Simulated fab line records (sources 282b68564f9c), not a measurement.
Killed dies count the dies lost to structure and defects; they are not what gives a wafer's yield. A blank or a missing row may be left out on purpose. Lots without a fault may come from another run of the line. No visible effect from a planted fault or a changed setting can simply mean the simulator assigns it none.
The tool behind it: which one? + flow rit cmos + 21 wafers from 7 lots sampled at 2 of the route's 202 steps

WHAT THE GAUGES READ, wafer by wafer
RIT_PRETRO_TW_MEAS_10.
| lot  | measured    | on            | PRETRO_TW   |
|------|-------------|---------------|-------------|
| L462 | day 2 19:08 | film metro-01 | 468 471 468 |
| L466 | day 3 19:43 | film metro-01 | 465 464 467 |
| L470 | day 4 13:37 | film metro-01 | 467 463 464 |
| L473 | day 5 05:07 | film metro-02 | 419 419 419 |
| L475 | day 5 13:46 | film metro-01 | 467 465 467 |
| L480 | day 6 23:08 | film metro-02 | 478 476 478 |
| L483 | day 7 15:48 | film metro-01 | 468 464 465 |

WHICH TOOL RAN EACH LOT (tool, then ch and the chambers of the sampled wafers, then the start)
| lot  | RIT_PRETRO_IMPLANT_08          |
|------|--------------------------------|
| L462 | implanter-01 ch 0, day 2 18:50 |
| L466 | implanter-03 ch 0, day 3 19:26 |
| L470 | implanter-04 ch 0, day 4 13:19 |
| L473 | implanter-03 ch 0, day 5 04:47 |
| L475 | implanter-01 ch 0, day 5 13:26 |
| L480 | implanter-01 ch 0, day 6 22:49 |
| L483 | implanter-01 ch 0, day 7 15:29 |
- RIT_PRETRO_IMPLANT_08

THE ANSWER, worked out from the rows above alone
Rule: the lots themselves supply what counts as usual. Put in order of their means at a reading, lots are off if they are a third of the lots or fewer, leave a main group of 4 or more, and stand apart from it by a gap of 3 or more times the standard deviation of the main group's means; of several such gaps the widest counts. A main group is skipped when, at the precision printed for the reading in the tables above, its means are all equal. A lot without any number at a reading at which 4 lots or more have one is off too. The other lots that the step has rows for count as sound.
Off: L473, seen at RIT_PRETRO_TW_MEAS_10 (PRETRO_TW). The main group: mean 468, standard deviation 4.4.
A tool fits if, at a process step before that reading, it ran every lot that is off, and no sound lot after the first of them. Gauges at RIT_PRETRO_TW_MEAS_10: tried the same way as those tools. One fits: implanter-03 at RIT_PRETRO_IMPLANT_08. Its last sound lot is L466 (day 3 19:26), its first lot that is off L473 (day 5 04:47): a fault that began between those two fits.

WHAT HAD BEEN PUT IN BY THE SIMULATOR
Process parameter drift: implanter-03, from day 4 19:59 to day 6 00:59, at RIT_PRETRO_IMPLANT_08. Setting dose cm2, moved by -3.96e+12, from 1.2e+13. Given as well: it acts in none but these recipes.
Shown lots that were struck: L473. The rule given above showed the same thing.
